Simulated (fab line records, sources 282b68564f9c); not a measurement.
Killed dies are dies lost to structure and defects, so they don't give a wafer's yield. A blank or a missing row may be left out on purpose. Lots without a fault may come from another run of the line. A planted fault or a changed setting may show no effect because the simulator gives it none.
fab line records | flow rit_cmos
record lots=6 wafers=18 last_day=7
route steps=202 shown SILICIDE@167 CONTACT@168 M1@202
lots that met no fault: from a run of the same line without faults
start_h: hours from the record's first day to the start of the lot's first wafer shown | wait_h: hours since the lot's step before | " the same as in the row above | L1.1+2: a row that stands for several wafers | - no value, or no start given | * or withheld: withheld | < > ~ a bound
route shown NAME@n: a module of which the file shows steps, and the number in the route of the first | usual: mean/standard deviation of fault-free wafers | same: alike in all rows | chamber/n: place in a boat | sites: the reading at each site | _std_site: their standard deviation | _edge_site: outer sites' mean less inner sites' | radius_mm: how far each site lies from the wafer's centre | mask NAME#n: copy n | behind: the tool/chamber that last shaped the wafer | hold: why the lot was held/for how many hours/how that ended | device: the transistor (n, p or np) that didn't switch | end of line: the same wafers' tests at the end of the route | a step without rows: its recipe alone | killed: dies lost to structure and defects at the first sort, not the wafer's yield | map: a wafer's dies, x killed, . not, _ none there
set.NAME: the setting as run; set.NAME@STEP: as run at that earlier step | model.NAME: the simulator's own value behind a step, which no gauge read
lots at some steps of the route; a table a step, a row a wafer
services: from which hour (start_h, from the record's first day; less than 0 if before it) a tool's chamber was out of use, for how many hours, and why
## steps
# step RIT_SILICIDE_RTA_06
# recipe temp_c=750 time_s=10 idle_temp_c=25 ramp_up_s=5 ramp_down_s=10 cool_to_c=25 ambient=N2
# usual anneal_temp_c_max=753.4/0.85 wafer_temp_C_max=753.7/0.82
# columns lot.wafer tool chamber start_h wait_h anneal_temp_c_max wafer_temp_C_max
L320.1 rtp_anneal-01 0 84.85 0.0 756.1 753.3
L320.2 " 0 " " 753.5 753.4
L320.6 " 0 " " 753.8 754.0
L324.2 rtp_anneal-01 0 105.23 0.0 754.7 753.9
L324.3 " 0 " " 754.4 754.6
L324.4 " 0 " " 756.3 753.7
L325.1 rtp_anneal-02 0 112.13 0.0 752.7 753.2
L325.3 " 0 " " 752.1 753.3
L325.6 " 0 " " 753.2 756.0
L329.2 rtp_anneal-02 0 129.65 0.0 753.3 752.8
L329.4 " 0 " " 751.9 754.6
L329.6 " 0 " " 752.1 752.0
L335.3 rtp_anneal-02 0 159.48 0.0 753.2 754.9
L335.4 " 0 " " 753.0 753.6
L335.5 " 0 " " 753.7 752.7
L336.1 rtp_anneal-01 0 167.20 0.0 754.4 752.8
L336.3 " 0 " " 753.3 753.4
L336.6 " 0 " " 754.2 753.4
# step RIT_CONTACT_CVD_00
# recipe material=SiO2 target_thk_nm=400 precursor=TEOS temp_c=390 time_s=61 rf_w=400
# usual heater_power_w=311/43
# columns lot.wafer tool chamber start_h wait_h heater_power_w
L320.1 pecvd-02 1 84.92 0.1 371
L320.2 " 2 " " 350
L320.6 " 0 " " 286
L324.2 pecvd-01 2 105.28 0.0 320
L324.3 " 0 " " 260
L324.4 " 1 " " 381
L325.1 pecvd-03 2 112.19 0.1 227
L325.3 " 1 " " 308
L325.6 " 1 " " 311
L329.2 pecvd-02 1 129.71 0.0 336
L329.4 " 1 " " 354
L329.6 " 0 " " 306
L335.3 pecvd-02 2 159.53 0.0 338
L335.4 " 2 " " 335
L335.5 " 0 " " 310
L336.1 pecvd-01 1 167.26 0.1 315
L336.3 " 0 " " 299
L336.6 " 1 " " 323
# step RIT_CONTACT_THK_MEAS_01
# recipe reads=SiO2_of_CONTACT_CVD_00
# usual CONTACT_TEOS_THK=400/5.6
# columns lot.wafer tool chamber start_h wait_h CONTACT_TEOS_THK[nm]
L320.1 film_metro-02 - 84.97 0.0 395
L320.2 " - " " 398
L320.6 " - " " 395
L324.2 film_metro-03 - 105.34 0.0 391
L324.3 " - " " 390
L324.4 " - " " 394
L325.1 film_metro-03 - 112.24 0.0 400
L325.3 " - " " 402
L325.6 " - " " 403
L329.2 film_metro-02 - 129.77 0.0 399
L329.4 " - " " 408
L329.6 " - " " 397
L335.3 film_metro-04 - 159.60 0.0 397
L335.4 " - " " 410
L335.5 " - " " 401
L336.1 film_metro-04 - 167.31 0.0 392
L336.3 " - " " 395
L336.6 " - " " 403
# step RIT_CONTACT_HMDS_02
# recipe prime_time_s=60 prime_temp_c=140
# step RIT_CONTACT_COAT_03
# recipe resist=NOVOLAK spin_rpm=3250 resist_thk_nm=1000
# step RIT_CONTACT_SOFTBAKE_04
# recipe resist=NOVOLAK temp_c=90 time_s=60
# step RIT_CONTACT_EXPOSE_05
# recipe mask_id=M11 na=0.6 source_shape=conventional sigma_outer=0.5 target_cd_nm=1000 dose_mj=250
# step RIT_CONTACT_PEB_06
# recipe resist=NOVOLAK temp_c=withheld time_s=withheld
# step RIT_CONTACT_DEVELOP_07
# recipe resist=NOVOLAK develop_time_s=120 dev_temp_c=23
# step RIT_CONTACT_CD_MEAS_08
# recipe target_cd_nm=1000
# usual cd_nm=1000.4/1.9
# columns lot.wafer tool chamber start_h wait_h cd_nm
L320.1 cd_sem-01 - 86.12 - 1001.5
L320.2 " - " " 1002.6
L320.6 " - " " 1001.3
L324.2 cd_sem-01 - 106.38 - 1002.6
L324.3 " - " " 1000.5
L324.4 " - " " 1002.6
L325.1 cd_sem-01 - 113.27 - 1002.5
L325.3 " - " " 1000.0
L325.6 " - " " 1000.9
L329.2 cd_sem-02 - 130.93 - 998.3
L329.4 " - " " 1000.2
L329.6 " - " " 998.0
L335.3 cd_sem-01 - 160.64 - 999.0
L335.4 " - " " 1000.3
L335.5 " - " " 999.3
L336.1 cd_sem-01 - 168.34 - 1001.5
L336.3 " - " " 1001.9
L336.6 " - " " 1000.4
# step RIT_CONTACT_OVL_MEAS_09
# usual CONTACT_OVL=0.5/1.3
# columns lot.wafer tool chamber start_h wait_h CONTACT_OVL[nm]
L320.1 overlay-02 - 86.24 0.1 -0.8
L320.2 " - " " -1.0
L320.6 " - " " 0.1
L324.2 overlay-01 - 106.49 0.1 1.5
L324.3 " - " " 1.1
L324.4 " - " " 1.3
L325.1 overlay-02 - 113.39 0.1 0.2
L325.3 " - " " 0.9
L325.6 " - " " -0.5
L329.2 overlay-01 - 131.03 0.1 -0.8
L329.4 " - " " -1.6
L329.6 " - " " -1.2
L335.3 overlay-02 - 160.74 0.1 0.1
L335.4 " - " " 0.0
L335.5 " - " " -0.8
L336.1 overlay-02 - 168.46 0.1 0.1
L336.3 " - " " 0.4
L336.6 " - " " 1.4
# step RIT_CONTACT_HARDBAKE_10
# recipe resist=NOVOLAK temp_c=140 time_s=60
# step RIT_CONTACT_ETCH_11
# recipe target_depth_a=4800 over_etch_frac=0.2 stop_on=TiSi2 chemistry=CHF3/CF4/Ar target=SiO2 CHF3_flow_sccm=50 cf4_flow_sccm=10 Ar_flow_sccm=100 O2_flow_sccm=5 pressure_mtorr=100 rf_w=200 time_s=320
# usual drypump_motor_current_A=5.8/0.45 oes_product_au=0.985/0.018 run_length_s=348.5/0.42 throttle_valve_pct=8.90/0.11
# columns lot.wafer tool chamber start_h wait_h drypump_motor_current_A oes_product_au rf_hours_counter_h run_length_s throttle_valve_pct model.NOVOLAK_of_CONTACT_COAT_03.thk_nm
L320.1 rie_diel-04 3 86.63 0.1 5.6 0.983 15 348.5 8.94 768.2
L320.2 " 0 " " 6.0 0.982 7 347.8 9.01 768.2
L320.6 " 0 " " 5.9 0.975 - 348.1 9.02 769.1
L324.2 rie_diel-04 2 106.67 0.1 6.1 0.953 14 476.3 8.90 723.5
L324.3 " 0 " " 5.9 0.972 7 475.7 9.01 725.5
L324.4 " 3 " " 5.5 0.982 16 476.8 8.95 723.1
L325.1 rie_diel-04 2 113.58 0.1 6.0 0.970 14 476.2 8.93 727.7
L325.3 " 0 " " 5.9 0.964 7 476.0 9.03 724.7
L325.6 " 0 " " 6.0 0.970 - 475.8 9.01 727.2
L329.2 rie_diel-01 1 131.21 0.1 5.9 1.013 110 348.8 8.99 769.6
L329.4 " 0 " " 4.9 1.002 136 348.0 8.85 770.5
L329.6 " 1 " " 5.9 1.012 - 348.9 9.00 769.5
L335.3 rie_diel-01 1 160.91 0.1 5.9 1.011 111 348.9 9.00 771.1
L335.4 " 3 " " 5.7 0.967 86 348.6 8.82 773
L335.5 " 1 " " 5.9 0.998 - 348.9 9.01 770.4
L336.1 rie_diel-01 3 168.65 0.1 5.7 0.967 86 348.5 8.82 772.3
L336.3 " 0 " " 4.9 1.002 137 348.2 8.85 770.8
L336.6 " 2 " " 5.3 0.952 - 348.9 8.64 770.2
# step RIT_CONTACT_STRIP_12
# recipe chemistry=O2 time_s=180 resist=NOVOLAK platen_temp_c=withheld power_w=500 pressure_mtorr=4000 o2_flow_sccm=4000
# usual drypump_motor_current_A=5.4/0.53 o2_flow_sccm=4001/11 rf_refl_power_W=6.1/1.5
# columns lot.wafer tool chamber start_h wait_h drypump_motor_current_A o2_flow_sccm rf_hours_counter_h rf_refl_power_W
L320.1 plasma_asher-02 0 86.82 0.1 6.1 3998 28 4.6
L320.2 " 1 " " 4.9 3999 28 5.8
L320.6 " 0 " " 6.1 4000 - 4.2
L324.2 plasma_asher-03 1 106.86 0.1 4.8 4001 48 8.3
L324.3 " 1 " " 4.8 4021 - 7.9
L324.4 " 0 " " 5.8 3979 - 4.9
L325.1 plasma_asher-01 0 113.77 0.1 5.4 4006 49 6.4
L325.3 " 1 " " 6.1 4001 - 5.4
L325.6 " 0 " " 5.4 4012 - 6.4
L329.2 plasma_asher-02 0 131.41 0.1 6.1 4006 33 4.4
L329.4 " 0 " " 6.1 3994 - 4.7
L329.6 " 1 " " 4.9 3974 - 5.7
L335.3 plasma_asher-03 1 161.16 0.2 4.8 3996 - 8.2
L335.4 " 0 " " 5.8 4001 - 4.9
L335.5 " 0 " " 5.8 4004 - 4.8
L336.1 plasma_asher-03 0 168.84 0.1 5.8 3994 55 4.9
L336.3 " 0 " " 5.8 3998 - 4.9
L336.6 " 0 " " 5.8 4013 - 4.9
# step RIT_M1_PROBE_99
# usual killed_at_front_end=7/3 killed_dies=7/3 killed_open=3.4/2.2 killed_short=3.3/1.8
# same gross_dies=264 killed_at_M0_to_M3=0 killed_at_M4_up=0 killed_at_back_side=0 killed_at_contacts=0 killed_at_other=0
# columns lot.wafer tool chamber start_h wait_h killed_at_front_end killed_dies killed_open killed_short model.etest.nmos_0p15.junction_log10_a_um model.etest.nmos_narrow.off_log10_a_um model.etest.gate_end_array.leak_log10_a_um model.etest.nmos_0p3.off_log10_a_um model.etest.contact_diode_array.leak_log10_a model.etest.pmos_0p15.junction_log10_a_um model.etest.antenna_contact.gate_log10_a_cm2 model.etest.select_edge_diode_n.leak_log10_a
L320.1 prober-02 - 91.74 0.1 4 4 0 4 -13.73 -13.16 -12.78 -13 -9.22 -13.82 -5.861 -9.755
L320.2 prober-02 - 91.79 0.1 8 8 5 3 -13.65 -13.25 -12.71 -12.96 -9.346 -13.78 -6.06 -9.584
L320.6 prober-02 - 91.99 0.2 6 6 3 3 -13.62 -13.3 -12.76 -13.02 -9.522 -13.74 -6.212 -9.607
L324.2 prober-02 - 111.62 0.1 3 3 0 3 -11.14 -11.14 -10.97 -11.14 -7.939 -12.13 -5.282 -9.076
L324.3 prober-02 - 111.67 0.2 6 6 4 2 -11.15 -11.15 -11.07 -11.15 -7.977 -12.15 -5.401 -8.947
L324.4 prober-02 - 111.72 0.2 3 3 1 2 -11.21 -11.2 -10.97 -11.2 -7.906 -12.2 -5.482 -9.012
L325.1 prober-01 - 119.51 0.1 9 9 6 3 -11.36 -11.36 -11.21 -11.36 -8.019 -12.36 -5.158 -9.175
L325.3 prober-01 - 119.61 0.2 10 10 7 3 -11.31 -11.31 -11.03 -11.31 -7.947 -12.3 -5.283 -9.2
L325.6 prober-01 - 119.76 0.2 9 9 4 5 -11.44 -11.44 -11.25 -11.43 -8.06 -12.42 -5.143 -9.289
L329.2 prober-01 - 136.12 0.1 6 6 4 2 -13.54 -13.28 -12.91 -12.99 -9.381 -13.65 -6.56 -9.909
L329.4 prober-01 - 136.22 0.2 6 6 3 3 -13.38 -13.33 -12.75 -12.86 -9.699 -13.71 -6.647 -9.879
L329.6 prober-01 - 136.32 0.2 6 6 3 3 -13.61 -12.97 -12.84 -13 -9.265 -13.88 -6.518 -9.594
L335.3 prober-01 - 165.86 0.2 5 5 2 3 -13.59 -13.22 -12.69 -12.88 -9.323 -13.72 -6.382 -9.591
L335.4 prober-01 - 165.91 0.2 9 9 4 5 -13.55 -13.15 -12.83 -13.02 -9.543 -13.69 -5.928 -9.849
L335.5 prober-01 - 165.96 0.2 6 6 2 4 -13.63 -13.18 -12.8 -13.02 -9.543 -13.84 -6.247 -9.672
L336.1 prober-02 - 173.62 0.1 11 11 1 10 -13.51 -13.18 -13.05 -13.14 -9.454 -13.78 -6.958 -9.707
L336.3 prober-02 - 173.72 0.2 5 5 4 1 -13.53 -13.29 -12.69 -12.9 -9.42 -13.87 -6.801 -9.673
L336.6 prober-02 - 173.87 0.2 5 5 4 1 -13.49 -13.25 -12.81 -13.07 -9.525 -13.73 -6.753 -9.727
# killed by level:class
L320.1 FOX1:geometric_particle:short=1 GATE:geometric_particle:short=1 SPACER:geometric_particle:short=1 SILICIDE:geometric_particle:short=1
L320.2 GATE:geometric_particle:open=2 ACTIVE:geometric_particle:open=1 GATE:geometric_particle:short=1 SPACER:geometric_particle:short=1 SPACER:geometric_particle:open=1 SILICIDE:geometric_particle:open=1 SILICIDE:geometric_particle:short=1
L320.6 SPACER:geometric_particle:short=2 GATE:geometric_particle:short=1 GATE:geometric_particle:open=1 SPACER:geometric_particle:open=1 SILICIDE:geometric_particle:open=1
L324.2 GATE:geometric_particle:short=1 REOX:geometric_particle:short=1 SPACER:geometric_particle:short=1
L324.3 GATE:geometric_particle:open=2 FOX1:geometric_particle:open=1 FOX1:geometric_particle:short=1 FOX2:geometric_particle:short=1 REOX:geometric_particle:open=1
L324.4 GATE:geometric_particle:short=2 SPACER:geometric_particle:open=1
L325.1 FOX2:geometric_particle:open=3 GATE:geometric_particle:short=3 GATE:geometric_particle:open=2 FOX1:geometric_particle:open=1
L325.3 FOX2:geometric_particle:open=3 SILICIDE:geometric_particle:open=2 FOX1:geometric_particle:short=1 FOX2:geometric_particle:short=1 GATE:geometric_particle:open=1 GATE:geometric_particle:short=1 SPACER:geometric_particle:open=1
L325.6 GATE:geometric_particle:short=4 SILICIDE:geometric_particle:open=2 REOX:geometric_particle:short=1 FOX1:geometric_particle:open=1 GATE:geometric_particle:open=1
L329.2 SILICIDE:geometric_particle:open=2 SPACER:geometric_particle:short=1 GATE:geometric_particle:open=1 REOX:geometric_particle:open=1 SILICIDE:geometric_particle:short=1
L329.4 GATE:geometric_particle:open=2 GATE:geometric_particle:short=2 SILICIDE:geometric_particle:open=1 SILICIDE:geometric_particle:short=1
L329.6 FOX1:geometric_particle:short=1 FOX1:geometric_particle:open=1 GATE:geometric_particle:open=1 SPACER:geometric_particle:open=1 SPACER:geometric_particle:short=1 SILICIDE:geometric_particle:short=1
L335.3 FOX1:geometric_particle:short=3 FOX1:geometric_particle:open=1 GATE:geometric_particle:open=1
L335.4 REOX:geometric_particle:open=2 SILICIDE:geometric_particle:short=2 FOX1:geometric_particle:open=1 FOX1:geometric_particle:short=1 GATE:geometric_particle:short=1 REOX:geometric_particle:short=1 SILICIDE:geometric_particle:open=1
L335.5 GATE:geometric_particle:short=2 REOX:geometric_particle:short=1 SPACER:geometric_particle:open=1 SILICIDE:geometric_particle:open=1 SILICIDE:geometric_particle:short=1
L336.1 GATE:geometric_particle:short=4 FOX2:geometric_particle:short=2 SPACER:geometric_particle:short=2 GATE:geometric_particle:open=1 REOX:geometric_particle:short=1 SILICIDE:geometric_particle:short=1
L336.3 GATE:geometric_particle:open=3 REOX:geometric_particle:short=1 SILICIDE:geometric_particle:open=1
L336.6 GATE:geometric_particle:open=2 REOX:geometric_particle:open=1 REOX:geometric_particle:short=1 SILICIDE:geometric_particle:open=1
## services
# columns tool chamber start_h hours kind
pecvd-03 0 60.97 11.9 repair
rie_diel-04 - 91.05 0.8 repair
rie_diel-04 1 138.73 7.1 repair
plasma_asher-01 - 141.83 6.1 repair
plasma_asher-01 - 142.26 2.1 repair
plasma_asher-03 - 145.22 4.3 pm
## key
first_sign step=RIT_CONTACT_ETCH_11 reading=run_length_s direction=up sigmas=99+ usual=* struck=*
effect none on later readings
model_effect step=RIT_CONTACT_ETCH_11 value=NOVOLAK_of_CONTACT_COAT_03.thk_nm without=771.1 struck=725.3
model_effect step=RIT_M1_PROBE_99 value=etest.nmos_0p15.junction_log10_a_um without=-13.46 struck=-11.27
met_at RIT_CONTACT_ETCH_11
struck_wafers L324.2,L324.3,L324.4,L325.1,L325.3,L325.6
tester_left_out L324,L325
onset_between 86.63 106.67
fault kind=process_parameter_drift tool=rie_diel-04 chamber=- onset_h=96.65 steps=RIT_CONTACT_ETCH_11 channel=time_s offset=* shape=step end_h=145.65 acts_in=* stated=*
# tester_left_out: of these lots the tester's yield and bins aren't shown, on N5 and GAA mostly nor the transistor test; their killed dies are dies lost to structure and defects alone, not to doping, threshold or leakage, so they don't give the yield
